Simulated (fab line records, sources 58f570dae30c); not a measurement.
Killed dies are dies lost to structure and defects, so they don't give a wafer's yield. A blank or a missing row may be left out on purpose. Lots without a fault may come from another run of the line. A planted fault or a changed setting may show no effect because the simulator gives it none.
Tool commonality check | flow berkeley_cmos170 | 12 lots, 36 wafers sampled

WHY IT WAS OPENED
At UCB170_M2_OVL_MEAS_16 the reading M2_OVL is flagged on 2 of 12 lots. Wafers without a fault read 1 nm, standard deviation 7.5.
Rule: a lot is flagged when every wafer of it that has a number lies more than 4 standard deviations from that mean, or none has a number. The other lots count as sound.

lot  | measured     | on         | M2_OVL (nm), wafer by wafer | flag
L297 | day 7 10:16  | overlay-02 | -7 -14 -6                   |
L299 | day 7 21:08  | overlay-02 | 7 4 0                       |
L298 | day 7 21:41  | overlay-02 | 11 2 11                     |
L300 | day 8 05:50  | overlay-01 | 7 6 -3                      |
L301 | day 8 05:58  | overlay-02 | 9 -6 2                      |
L302 | day 8 16:49  | overlay-01 | 0 0 3                       |
L303 | day 8 19:36  | overlay-01 | 8 8 20                      |
L305 | day 9 06:20  | overlay-01 | -6 -8 -11                   |
L304 | day 9 06:32  | overlay-02 | -13 -6 3                    |
L306 | day 9 06:49  | overlay-01 | 13 13 9                     |
L307 | day 9 22:25  | overlay-01 | 76 57 75                    | FLAGGED
L314 | day 10 23:12 | overlay-01 | 76 63 68                    | FLAGGED
The numbers of the flagged lots are 69 nm on average: +68 nm against the usual, or +9 standard deviations.

WHICH TOOL RAN EACH LOT
The record holds 2 process steps before the reading, out of a route of 331 steps. In each cell: the tool, then ch and the chambers that the sampled wafers went through, then the start.
lot  | flag    | UCB170_GATE_STRIP_16                | UCB170_M2_EXPOSE_12
L297 |         | plasma_asher-04 ch 0,1, day 6 00:49 | krf_scanner-01 ch 0, day 7 09:23
L299 |         | plasma_asher-04 ch 0,1, day 6 12:37 | krf_scanner-02 ch 0, day 7 20:39
L298 |         | plasma_asher-02 ch 0,1, day 6 12:51 | krf_scanner-02 ch 0, day 7 20:49
L300 |         | plasma_asher-02 ch 0,1, day 6 20:04 | krf_scanner-02 ch 0, day 8 05:20
L301 |         | plasma_asher-03 ch 0,1, day 6 19:46 | krf_scanner-02 ch 0, day 8 05:28
L302 |         | plasma_asher-04 ch 0,1, day 7 08:52 | krf_scanner-01 ch 0, day 8 16:18
L303 |         | plasma_asher-03 ch 0,1, day 7 09:08 | krf_scanner-02 ch 0, day 8 18:57
L305 |         | plasma_asher-04 ch 0,1, day 7 22:17 | krf_scanner-01 ch 0, day 9 05:44
L304 |         | plasma_asher-03 ch 0,1, day 7 22:26 | krf_scanner-01 ch 0, day 9 05:51
L306 |         | plasma_asher-02 ch 0,1, day 7 22:03 | krf_scanner-02 ch 0, day 9 06:18
L307 | FLAGGED | plasma_asher-04 ch 0, day 8 10:26   | krf_scanner-01 ch 0, day 9 21:53
L314 | FLAGGED | plasma_asher-02 ch 0,1, day 9 14:13 | krf_scanner-01 ch 0, day 10 22:18
What these steps do:
- UCB170_GATE_STRIP_16: strips in O2.
- UCB170_M2_EXPOSE_12: exposes mask METAL2, target cd 700 nm.
- UCB170_M2_OVL_MEAS_16

FLAGGED OVER TOTAL, TOOL BY TOOL (the gauges that took the reading come last)
step                  | tool            | lots run | flagged | share of the flagged lots | sound lots run after its first flagged lot
UCB170_GATE_STRIP_16  | plasma_asher-02 | 4        | 1       | some                      | 0
UCB170_GATE_STRIP_16  | plasma_asher-03 | 3        | 0       | none                      | -
UCB170_GATE_STRIP_16  | plasma_asher-04 | 5        | 1       | some                      | 0
UCB170_M2_EXPOSE_12   | krf_scanner-01  | 6        | 2       | all                       | 0
UCB170_M2_EXPOSE_12   | krf_scanner-02  | 6        | 0       | none                      | -
UCB170_M2_OVL_MEAS_16 | overlay-01      | 7        | 2       | all                       | 0
UCB170_M2_OVL_MEAS_16 | overlay-02      | 5        | 0       | none                      | -

WHAT THE TABLE ALLOWS
2 rows of the table ran every flagged lot: krf_scanner-01 at UCB170_M2_EXPOSE_12, overlay-01 at UCB170_M2_OVL_MEAS_16.
- krf_scanner-01 at UCB170_M2_EXPOSE_12: 2 of its 6 lots flagged. Its last sound lot is L304 (day 9 05:51), its first flagged lot L307 (day 9 21:53): a fault that began between those two fits.
- overlay-01 at UCB170_M2_OVL_MEAS_16: 2 of its 7 lots flagged. Its last sound lot is L306 (day 9 06:49), its first flagged lot L307 (day 9 22:25): a fault that began between those two fits.
Counting lots can't tell these 2 tools apart, because each fits a fault that began at some hour. More lots, or a look at what each step does to the wafer, might.

WHAT THE SIMULATOR HAD PUT IN
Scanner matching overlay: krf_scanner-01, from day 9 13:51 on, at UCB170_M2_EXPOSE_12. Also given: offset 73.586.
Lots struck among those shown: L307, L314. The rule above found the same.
